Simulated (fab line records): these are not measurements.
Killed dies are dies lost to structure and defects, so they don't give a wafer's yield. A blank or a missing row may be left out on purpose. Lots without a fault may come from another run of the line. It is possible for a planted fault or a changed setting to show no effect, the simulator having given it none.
fab line records    flow berkeley_cmos170
record: lots: 13  wafers: 39  last_day: 12
route steps=331 shown NLDD@168
lots with no fault: from the same line, run without faults
start_h: hours from the record's opening day to when the first of the lot's shown wafers began    wait_h: how many hours have passed since the lot's step before this one    " the same as in the row above    L1.1+2: one row covering several wafers at once    - no value, or no start given    * or withheld: withheld    < > ~ a bound
route shown NAME@n: a module of which the file shows steps, and the number in the route of the first    usual: average and standard deviation across the fault-free wafers    same: alike in all rows    chamber/n: place in a boat    sites: the reading at each site    _std_site: standard deviation of those values    _edge_site: outer sites' mean less inner sites'    radius_mm: how far each site lies from the wafer's centre    mask NAME#n: copy n    behind: the tool/chamber that last shaped the wafer    hold: why the lot went on hold/how many hours it stayed there/how the hold came to an end    device: transistor that didn't switch, given as n, p or np    end of line: tests run on the same wafers once the route is complete    a step given without rows: its recipe and nothing more    killed: count of dies lost to structure and defects at first sort (not the wafer's yield)    map: the dies of a wafer, with x for killed, . for not killed, _ for no die there
set.NAME: the setting the step ran with; set.NAME@STEP: the setting that earlier step ran with    model.NAME: the simulator's own value behind a step, which no gauge read
steps of the route over a sample of lots; a table a step, a row a wafer
services: from which hour (start_h, from the record's first day; less than 0 if before it) a tool's chamber was out of use, for how many hours, and why
== steps ==
step: UCB170_NLDD_STRIP_10
recipe: chemistry: O2  power_w: 400  pressure_mtorr: 3500  platen_temp_c: withheld  o2_flow_sccm: 400  overash_fraction: 0.5
usual: drypump_motor_current_A: 5.6/0.51  o2_flow_sccm: 400.1/1.2  oes_product_au: 0.734/0.0046  strip_time_to_endpoint_s: 21.66/0.06
lot.wafer  tool             chamber  start_h  wait_h  drypump_motor_current_A  o2_flow_sccm  oes_product_au  rf_hours_counter_h  strip_time_to_endpoint_s
L876.2     plasma_asher-02  0        141.50   0.1     5.4                      399.0         0.730           43                  21.65
L876.4     "                0        "        "       5.4                      400.3         0.733           -                   21.70
L876.6     "                0        "        "       5.4                      400.8         0.735           -                   21.73
L874.3     plasma_asher-03  0        142.25   0.1     5.6                      398.5         0.729           -                   21.56
L874.4     "                1        "        "       5.8                      399.1         0.733           -                   21.58
L874.6     "                1        "        "       5.7                      399.4         0.737           -                   21.62
L878.1     plasma_asher-03  0        152.68   0.1     5.6                      399.5         0.738           4                   21.60
L878.5     "                1        "        "       5.7                      399.8         0.737           -                   21.56
L878.6     "                0        "        "       5.5                      399.2         0.727           -                   21.56
L882.1     plasma_asher-03  0        174.83   0.1     5.6                      399.8         0.975           7                   -
L882.2     "                1        "        "       5.7                      399.3         0.985           7                   -
L882.3     "                0        "        "       5.6                      399.0         0.979           -                   -
L883.2     plasma_asher-01  1        175.24   0.1     5.9                      401.2         0.732           39                  21.75
L883.3     "                0        "        "       6.6                      400.8         0.738           -                   21.67
L883.5     "                1        "        "       5.9                      401.7         0.729           -                   21.71
L889.1     plasma_asher-01  0        211.50   0.1     6.6                      400.9         0.742           43                  21.68
L889.3     "                0        "        "       6.6                      401.5         0.731           -                   21.70
L889.6     "                1        "        "       5.8                      398.4         0.727           -                   21.75
L890.1     plasma_asher-03  0        224.05   0.1     5.6                      398.1         0.740           12                  21.65
L890.2     "                1        "        "       5.7                      398.8         0.734           12                  21.61
L890.6     "                0        "        "       5.6                      400.3         0.730           -                   21.73
L891.3     plasma_asher-02  1        224.33   0.1     4.8                      400.5         0.731           -                   21.72
L891.4     "                0        "        "       5.4                      400.2         0.737           -                   21.68
L891.5     "                0        "        "       5.4                      399.7         0.737           -                   21.67
L892.1     plasma_asher-03  1        224.84   0.1     5.7                      401.1         0.731           12                  21.77
L892.5     "                1        "        "       5.7                      401.7         0.735           -                   21.73
L892.6     "                0        "        "       5.6                      399.7         0.743           -                   21.80
L895.2     plasma_asher-01  0        236.45   0.1     6.7                      399.6         0.735           45                  21.71
L895.4     "                0        "        "       6.7                      400.2         0.739           -                   21.81
L895.5     "                1        "        "       5.9                      399.0         0.730           -                   21.72
L894.1     plasma_asher-03  1        236.69   0.1     5.7                      401.7         0.727           13                  21.65
L894.3     "                0        "        "       5.6                      399.7         0.737           -                   21.66
L894.4     "                1        "        "       5.7                      400.7         0.731           -                   21.76
L893.3     plasma_asher-02  0        236.97   0.1     5.4                      400.1         0.735           -                   21.67
L893.5     "                0        "        "       5.4                      400.6         0.727           -                   21.63
L893.6     "                1        "        "       4.8                      400.8         0.732           -                   21.58
L897.1     plasma_asher-02  1        249.53   0.1     4.8                      401.8         0.729           55                  21.70
L897.2     "                0        "        "       5.4                      399.3         0.729           55                  21.61
L897.3     "                0        "        "       5.4                      400.0         0.736           -                   21.58
== services ==
tool             chamber  start_h  hours  kind
plasma_asher-03  0        117.75   -      clean
plasma_asher-03  1        117.75   -      clean
plasma_asher-01  -        223.40   2.8    pm
== key ==
first_sign: step: UCB170_NLDD_STRIP_10  reading: oes_product_au  direction: up  sigmas: 54  usual: 0.734  struck: 0.980
effect none on later readings
met_at UCB170_NLDD_STRIP_10
struck_lots L882
later_rows_left_out L882.1,L882.2,L882.3
sort_left_out L882.1,L882.2,L882.3
tester_left_out L882
onset_between 152.68 174.83
fault: kind: strip_aborted  tool: plasma_asher-03  chamber: -  onset_h: 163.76  steps: UCB170_NLDD_STRIP_10  offset: 0.6  end_h: 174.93
tester_left_out: of these lots the tester's yield and bins aren't shown, on N5 and GAA mostly nor the transistor test; their killed dies are dies lost to structure and defects alone, not to doping, threshold or leakage, so they don't give the yield
sort_left_out: the simulated sort isn't trusted on such a fault, so these wafers' sort isn't shown, and their yield isn't known
later_rows_left_out: the simulator's readings of these wafers behind a module that went badly wrong aren't trusted and aren't shown, but for the sort
